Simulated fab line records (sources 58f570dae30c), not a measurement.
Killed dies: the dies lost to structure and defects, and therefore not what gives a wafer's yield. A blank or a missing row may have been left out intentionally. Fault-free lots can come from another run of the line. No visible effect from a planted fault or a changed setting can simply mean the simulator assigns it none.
What tool caused it? | flow berkeley cmos170 | 42 wafers from 14 lots sampled at 2 of the route's 331 steps

WHAT THE GAUGES READ, wafer by wafer
UCB170_M2_THK_MEAS_03: measures by xrf.
lot  | measured     | on            | M2_AL_THK (nm)
L128 | day 8 14:04  | film metro-04 | 896 884 894
L130 | day 8 08:59  | film metro-03 | 893 865 866
L129 | day 8 10:05  | film metro-03 | 873 886 884
L131 | day 8 23:30  | film metro-03 | 878 881 879
L132 | day 9 08:32  | film metro-04 | 908 906 881
L133 | day 9 07:04  | film metro-03 | 871 888 869
L134 | day 10 04:01 | film metro-04 | 890 895 887
L136 | day 10 03:43 | film metro-04 | 896 884 884
L135 | day 10 03:54 | film metro-01 | 879 870 882
L138 | day 11 10:33 | film metro-04 | 878 892 888
L141 | day 11 10:02 | film metro-01 | 893 888 871
L146 | day 12 18:23 | film metro-01 | 878 875 881
L148 | day 13 00:34 | film metro-04 | 884 885 896
L149 | day 13 08:31 | film metro-01 | 881 899 895

TOOL THAT RAN EACH LOT (tool first, then ch and the chambers of the sampled wafers, then the start)
lot  | UCB170_PWELL_WET_ETCH_19
L128 | wet bench-04 ch 2, day 3 08:37
L130 | wet bench-04 ch 0, day 3 14:27
L129 | wet bench-01 ch 2, day 3 16:53
L131 | wet bench-01 ch 0, day 4 00:58
L132 | wet bench-04 ch 2, day 4 12:32
L133 | wet bench-01 ch 0, day 4 12:41
L134 | wet bench-03 ch 0, day 4 20:41
L136 | wet bench-04 ch 2, day 4 21:08
L135 | wet bench-01 ch 1, day 4 21:54
L138 | wet bench-01 ch 1, day 5 17:26
L141 | wet bench-01 ch 1, day 6 02:12
L146 | wet bench-03 ch 3, day 7 03:26
L148 | wet bench-04 ch 2, day 7 11:19
L149 | wet bench-04 ch 2, day 7 20:49
- UCB170_PWELL_WET_ETCH_19: etches Si3N4 in H3PO4, time 14400 s.

AS READ BY THE TOOLS THEMSELVES (means over the sampled wafers that have a number; for cases with no such wafer, the mark the record gives instead)
UCB170_PWELL_WET_ETCH_19.
lot  | tool         | bath guard temp C (C)
L128 | wet bench-04 | 159.0
L130 | wet bench-04 | 159.8
L129 | wet bench-01 | 160.1
L131 | wet bench-01 | 159.7
L132 | wet bench-04 | 159.5
L133 | wet bench-01 | 159.6
L134 | wet bench-03 | 159.6
L136 | wet bench-04 | 159.4
L135 | wet bench-01 | 160.4
L138 | wet bench-01 | 160.5
L141 | wet bench-01 | 160.5
L146 | wet bench-03 | 159.4
L148 | wet bench-04 | 159.2
L149 | wet bench-04 | 159.4

THE ANSWER, worked out from the rows above alone
Rule: what is usual is taken from the lots themselves. Put in order of their means at a reading, lots are off if they are a third of the lots or fewer, leave a main group of 4 or more, and stand apart from it by a gap of 3 or more times the standard deviation of the main group's means; of several such gaps the widest counts. The tables above print the reading to a certain number of digits; a main group whose means all agree to those digits is not used. A lot without any number at a reading at which 4 lots or more have one is off too. The other lots that the step has rows for count as sound. After the gauges, taken in route order, come the tools' own readings; for these a lot's mean is taken, as printed above. The first step at which some lot is off is used, and at that step the reading that is off furthest; a lot without a number counts as furthest.
Nothing can be told from this: no lot is off at any reading shown.

WHAT THE SIMULATOR HAD INSERTED
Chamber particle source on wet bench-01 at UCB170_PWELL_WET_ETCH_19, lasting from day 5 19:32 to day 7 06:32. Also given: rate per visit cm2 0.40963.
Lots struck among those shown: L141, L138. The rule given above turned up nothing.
